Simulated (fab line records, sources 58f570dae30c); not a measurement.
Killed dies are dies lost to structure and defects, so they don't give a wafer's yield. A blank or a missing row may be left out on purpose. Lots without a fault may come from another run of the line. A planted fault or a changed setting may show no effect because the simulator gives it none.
One fault seen from 2 desks | flow berkeley_cmos170 | each desk has only its own numbers; what lay behind them comes last

THE METROLOGY DESK
What the gauges read, lot by lot, whatever tool the lot ran on: means of the sampled wafers that have a number. A lot is out of limits, marked OUT, if its mean lies more than 4 standard deviations from the usual mean; the brackets give that distance.
Columns: A = START_OXIDE_THK at UCB170_START_THK_MEAS_03, usual 20.1 nm; B = NWELL_NITRIDE_THK at UCB170_NWELL_THK_MEAS_05, usual 224.9 nm; C = NWELL_TW at UCB170_NWELL_TW_MEAS_16, usual 1247; D = cd_nm at UCB170_PLDD_CD_MEAS_06, usual 1200.1 nm
lot  | first seen here | A    | B     | C    | D
L725 | day 1 14:26     | 19.4 | 227.9 | 1247 | 1201.6
L726 | day 1 20:31     | 20.1 | 220.4 | 1219 | 1199.5
L728 | day 2 06:19     | 20.2 | 225.2 | 1271 | 1198.6
L731 | day 2 19:43     | 20.7 | 224.4 | 1218 | 1200.6
L734 | day 3 12:32     | 19.4 | 224.4 | 1216 | 1212.8 (+9.1) OUT
L736 | day 3 22:10     | 20.7 | 225.5 | 1219 | 1210.8 (+7.6) OUT
L737 | day 4 01:32     | 20.0 | 223.9 | 1248 | 1199.6
L740 | day 4 14:45     | 20.2 | 226.1 | 1272 | 1201.3
L739 | day 4 14:46     | 20.5 | 226.9 | 1222 | 1200.2
L741 | day 4 20:45     | 20.2 | 225.4 | 1252 | 1200.1
L742 | day 5 01:04     | 20.8 | 223.3 | 1217 | 1200.1
L744 | day 5 13:19     | 19.9 | 229.4 | 1258 | 1199.1
L745 | day 5 16:10     | 19.9 | 221.5 | 1258 | 1201.2
L747 | day 6 03:10     | 19.4 | 225.9 | 1263 | 1200.0
This desk's finding: out of limits on L734, L736; first on L734, day 7 20:11 (cd_nm at UCB170_PLDD_CD_MEAS_06). In limits: L725, L726, L728, L731, L737, L740, L739, L741, L742, L744, L745, L747.

THE TOOL OWNER'S DESK: litho_track-02
The tool's own readings at UCB170_PLDD_SOFTBAKE_02 (time 60 s): means of the sampled wafers that have a number, for each lot that ran on this tool. A lot is out of limits, marked OUT, if its mean lies more than 4 standard deviations from the usual mean; the brackets give that distance.
Columns: A = exhaust_pa at UCB170_PLDD_SOFTBAKE_02, usual 44.8 Pa; B = heater_power_total_W at UCB170_PLDD_SOFTBAKE_02, usual 56.80 W; C = plate_temp_C at UCB170_PLDD_SOFTBAKE_02, usual 130.03 C
lot  | first seen here | A    | B               | C
L728 | day 6 18:03     | 44.5 | 56.82           | 129.84
L734 | day 7 19:23     | 44.8 | 59.50 (+59) OUT | 134.51 (+34) OUT
L736 | day 8 03:46     | 44.1 | 59.49 (+58) OUT | 134.88 (+37) OUT
This desk's finding: out of limits on L734, L736; first on L734, day 7 19:23 (heater_power_total_W at UCB170_PLDD_SOFTBAKE_02). In limits: L728.

PUT TOGETHER
The tool owner's desk could have raised an alarm at day 7 19:23, on L734, L736.
The metrology desk could have raised an alarm at day 7 20:11, on L734, L736.
Of the lots named, all ran UCB170_PLDD_SOFTBAKE_02 on litho_track-02.

WHAT THE SIMULATOR HAD PUT IN
Process parameter drift: litho_track-02, from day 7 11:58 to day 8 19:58, at UCB170_PLDD_SOFTBAKE_02. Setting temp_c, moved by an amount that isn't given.
Lots struck among those shown: L734, L736.
Hours from the fault's start to each desk's first reading out of limits: the tool owner's desk, 7; the metrology desk, 8.
